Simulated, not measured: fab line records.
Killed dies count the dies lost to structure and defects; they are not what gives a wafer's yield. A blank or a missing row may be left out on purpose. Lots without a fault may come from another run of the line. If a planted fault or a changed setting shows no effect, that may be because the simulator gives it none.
A struck lot beside a sound one + flow rit cmos + 18 steps out of a route of 202
Sound: the wafers L244.1, L244.5, L244.6. Struck: wafers L254.3, L254.5, L254.6. The cause comes at the end.
Per side, at each step with rows, come the tool, then ch with its chambers, and then its first start. Under that, the readings that differ: sound wafers + struck wafers + difference of the means + sigmas: that difference in standard deviations of wafers without a fault.
alike: readings whose means differ by less than 2 such deviations, and words and numbers that are the same on both sides. not compared: withheld readings, readings that some wafer has no value for, bounds like >300 that may hide the same value, and numbers for which the record gives no deviation and whose values overlap.
Wherever a step has rows on one side only, a row that says differs or no value, or a row with sigmas, the two part there. Non-overlapping numbers with no deviation appear without sigmas and do not part them. A reading that every wafer of one side lacks parts them only if that side has two wafers or more.

RIT_M1_SPUTTER_00: material Al, target thk 400 nm, time 500 s.
  sound: pvd sputter-03 at day 4 06:32; struck: pvd sputter-03 at day 6 08:27
  alike: substrate temp c, throttle valve pct
RIT_M1_RS_MEAS_01: measures by four-point-probe.
  sound: film metro-02 at day 4 06:50; struck: film metro-03 at day 6 08:47
  alike: M1_AL_RS
RIT_M1_THK_MEAS_02: measures by xrf.
  sound: film metro-02 at day 4 06:57; struck: film metro-03 at day 6 08:53
  alike: M1_AL_THK
then, 6 steps without rows for these wafers: RIT_M1_HMDS_03 (prime time 60 s); RIT_M1_COAT_04 (resist thk 1300 nm); RIT_M1_SOFTBAKE_05 (time 60 s); RIT_M1_EXPOSE_06 (exposes mask M12, target cd 2600 nm); RIT_M1_PEB_07; RIT_M1_DEVELOP_08 (develop time 68 s).
RIT_M1_CD_MEAS_09: target cd 2600 nm.
  sound: cd sem-02 at day 4 08:05; struck: cd sem-02 at day 6 10:02
  alike: cd nm
RIT_M1_OVL_MEAS_10:
  sound: overlay-01 at day 4 08:12; struck: overlay-02 at day 6 10:07
  alike: M1_OVL
then, 1 step without rows for these wafers: RIT_M1_HARDBAKE_11 (time 120 s).
RIT_M1_METAL_ETCH_12: etches Al in Cl2/BCl3, stops on SiO2, time 165 s, target depth 600 nm.
  sound on rie metal-02 ch 0,1, day 4 08:29; struck on rie metal-01 ch 0,1, day 6 10:27
  no value came back on the struck wafers for any of 6 readings (bcl3 flow sccm (sccm), chamber pressure mTorr (mTorr) and others); on the sound wafers bcl3 flow sccm (sccm) reads 50.20 50.05 50.12
| reading                                  | sound             | struck          | difference | sigmas |
|------------------------------------------|-------------------|-----------------|------------|--------|
| model.NOVOLAK_of_M1_COAT_04.thk nm (nm)  | 808.9 810.8 815.7 | 1135 1132 1135  | +322       |        |
| model.SiO2_of_CONTACT_CVD_00.thk nm (nm) | 358.8 367.6 362.1 | 388 393.9 389.9 | +28        |        |
  not compared: rf hours counter h
then, 1 step without rows for these wafers: RIT_M1_STRIP_13 (strips in nmp, time 600 s).
RIT_M1_STRIP_14: strips in O2, time 180 s.
  sound on plasma asher-03 ch 0,1, day 4 08:50; struck on plasma asher-02 ch 0,1, day 6 10:47
  alike: drypump motor current A
  not compared: rf hours counter h
RIT_M1_CD_MEAS_90: target cd 2600 nm.
  sound: cd sem-02 at day 4 09:01; struck: cd sem-02 at day 6 10:56
| reading    | sound                | struck | difference                    | sigmas |
|------------|----------------------|--------|-------------------------------|--------|
| cd nm (nm) | 2601.8 2601.3 2604.1 | - - -  | no value on the struck wafers |        |
then, 1 step without rows for these wafers: RIT_M1_ANNEAL_15 (time 1800 s).
RIT_M1_PROBE_99:
  sound: prober-02 at day 4 10:46; struck: prober-01 at day 6 12:44
| reading                  | sound          | struck         | difference | sigmas      |
|--------------------------|----------------|----------------|------------|-------------|
| defect limited yield (%) | 96.2 97.3 94.7 | 0 0 0          | -96        | -80         |
| killed_at_M0_to_M3       | 0 0 0          | 256 256 255    | +256       | +99 or more |
| killed dies              | 10 7 14        | 264 264 264    | +254       | +82         |
| killed on rim            | 3 1 4          | 70 70 70       | +67        | +48         |
| sort_bin_5_function (%)  | 2.7 1.5 2.7    | 98.9 98.5 98.1 | +96.2      | +99 or more |
| sort n pass              | 254 257 250    | 0 0 0          | -254       | -82         |
| sort yield pct (%)       | 96.2 97.3 94.7 | 0 0 0          | -96        | -80         |
  alike: killed at front end, killed open, killed short, sort_bin_3_pad_short, sort_bin_6_memory

== WHERE THEY PART ==
First at RIT_M1_METAL_ETCH_12; last, within this record, at RIT_M1_PROBE_99.

WHY: what had been put in by the simulator
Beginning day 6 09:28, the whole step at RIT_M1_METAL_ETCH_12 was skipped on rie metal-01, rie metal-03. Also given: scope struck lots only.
